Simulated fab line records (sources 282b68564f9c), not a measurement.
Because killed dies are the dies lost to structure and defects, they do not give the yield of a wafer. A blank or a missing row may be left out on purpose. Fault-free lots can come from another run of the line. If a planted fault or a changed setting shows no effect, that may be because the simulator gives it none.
Split-lot trial ; flow rit-cmos ; 23 wafers read from 5 lots, route of 202 steps

THE SPLIT
At RIT_PRETRO_IMPLANT_08, the setting energy-kev was moved away from the recipe's 45 on 6 of the 23 wafers read, by -5.6% to +6.0%. This setting was run at the recipe's value on the other wafers.

The reading comes from the split's own step.

THE READING
implant.drp-nm (the simulator's own value, which no gauge read), in nm, at RIT_PRETRO_IMPLANT_08. No usual value for it is given in the file.

wafer;tool, chamber at the split;energy-kev as run;against the recipe;implant.drp-nm, nm;against lot-mates on the recipe
L074.1;implanter-02, 0;46.96;+4.4%;56.47;+1.40
L074.2;implanter-02, 0;46.96;+4.4%;56.47;+1.40
L074.3;implanter-02, 0;45;recipe;55.07;-
L074.5;implanter-02, 0;45;recipe;55.07;-
L074.6;implanter-02, 0;45;recipe;55.07;-
L076.1;implanter-02, 0;45;recipe;55.07;-
L076.2;implanter-02, 0;45;recipe;55.07;-
L076.5;implanter-02, 0;45;recipe;55.07;-
L078.1;implanter-04, 0;45;recipe;55.07;-
L078.3;implanter-04, 0;45;recipe;55.07;-
L078.4;implanter-04, 0;45;recipe;55.07;-
L078.5;implanter-04, 0;45;recipe;55.07;-
L078.6;implanter-04, 0;45;recipe;55.07;-
L080.1;implanter-04, 0;45;recipe;55.07;-
L080.3;implanter-04, 0;45;recipe;55.07;-
L080.6;implanter-04, 0;45;recipe;55.07;-
L080.4;implanter-04, 0;42.49;-5.6%;53.21;-1.86
L080.5;implanter-04, 0;42.49;-5.6%;53.21;-1.86
L082.1;implanter-02, 0;47.7;+6.0%;56.99;+1.92
L082.5;implanter-02, 0;47.7;+6.0%;56.99;+1.92
L082.2;implanter-02, 0;45;recipe;55.07;-
L082.4;implanter-02, 0;45;recipe;55.07;-
L082.6;implanter-02, 0;45;recipe;55.07;-

FIT RESULTS
A straight line over all 23 wafers: implant.drp-nm changes by +0.326 nm for each +1% of energy-kev; r = +1.00; the points scatter about the line by 0.016 nm.
The same after taking each lot's own level away (the mean of its wafers on the recipe; 23 wafers): +0.326 nm for each +1%; r = +1.00; scatter 0.016 nm.
That fit puts the effect of the largest move of energy-kev on the reading at 2 nm.
The lots' own levels span 55.070 to 55.070 nm.
The two slopes are in agreement: the lot-to-lot level therefore moves the slope only a little.
Check: +1.95 nm against its lot-mates is what the line predicts for one of the wafers moved furthest among these (+6.0%) when that wafer is left out of the fit. It came out at +1.92 nm against them.

OTHER SPLITS APPLIED TO THESE WAFERS
Note: prior to the reading, these wafers also went through further splits. Each is held against what the fit with the lots' levels taken away leaves over:
other split on the same wafers;wafers away from the commonest value;r with implant.drp-nm (lot level and that fit taken away)
RIT_ACTIVE_COAT_06 resist-thk-nm;8;-0.43
RIT_NWELL_COAT_01 resist-thk-nm;10;+0.37
RIT_NWELL_IMPLANT_08 dose-cm2;8;+0.44
RIT_PWELL_STRIP_09 o2-flow-sccm;2;+0.17

THE WHOLE CHAIN: every reading that the file lists as answering this split, in the file's order
step;what it does;reading;change (the file's fit);r (the file's)
RIT_PRETRO_IMPLANT_08;;implant.rp-nm (the simulator's own value, which no gauge read);+1.37 nm for each +1% of the setting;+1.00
RIT_PRETRO_IMPLANT_08;;implant.drp-nm (the simulator's own value, which no gauge read);+0.325 nm for each +1% of the setting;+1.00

FILE'S OWN FIT
implant.drp-nm changes by +0.325 nm for each +1% of energy-kev, r = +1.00.
